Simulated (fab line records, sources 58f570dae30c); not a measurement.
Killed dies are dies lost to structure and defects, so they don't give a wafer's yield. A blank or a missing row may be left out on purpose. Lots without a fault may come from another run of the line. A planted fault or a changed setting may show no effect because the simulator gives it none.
Chamber matching | flow berkeley_cmos170 | UCB170_V1_CMP_02 on cmp-02: 4 sister chambers
The step polishes SiO2. 4 wafers are shown with their chamber, then 8 later ones without.

WAFERS WITH THEIR CHAMBER
wafer  | chamber | motor_current_A (A)
L246.3 | 3       | 14.9
L254.3 | 1       | 17.7
L254.4 | 2       | 15.6
L259.1 | 0       | 17.4

WAFERS WITHOUT THEIR CHAMBER
wafer  | motor_current_A (A)
L259.2 | 15.1
L259.4 | 15.0
L258.1 | 17.0
L258.2 | 15.2
L258.4 | 17.2
L257.2 | 14.7
L257.4 | 16.6
L257.6 | 18.6

WHICH CHAMBER EACH WENT THROUGH
wafer  | from the rows above               | in truth
L259.2 | can't be placed: 3 or 2           | 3
L259.4 | can't be placed: 3 or 2           | 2
L258.1 | can't be placed: 0 or 1           | 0
L258.2 | can't be placed: 3 or 2           | 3
L258.4 | can't be placed: 0 or 1           | 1
L257.2 | can't be placed: 3 or 2           | 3
L257.4 | can't be placed: 0 or 2 or 1 or 3 | 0
L257.6 | can't be placed: 1 or 0           | 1
Placed correctly: 0 of 8. Can't be placed from these rows: 8 (the true chamber is among the candidates in 8). Placed wrongly: 0.
How it was worked out, from the rows above alone: a wafer's distance from a chamber is the root of the sum, over the readings, of the square of ((its reading less the chamber's mean) divided by the reading's scatter). The wafer belongs to the nearest chamber; if the next one is less than 2 further off, it can't be placed. A chamber's mean is the mean of its shown wafers. The scatter: with one shown wafer a chamber, the root of the mean of the squares of how far each hidden wafer lies from its nearest shown one.
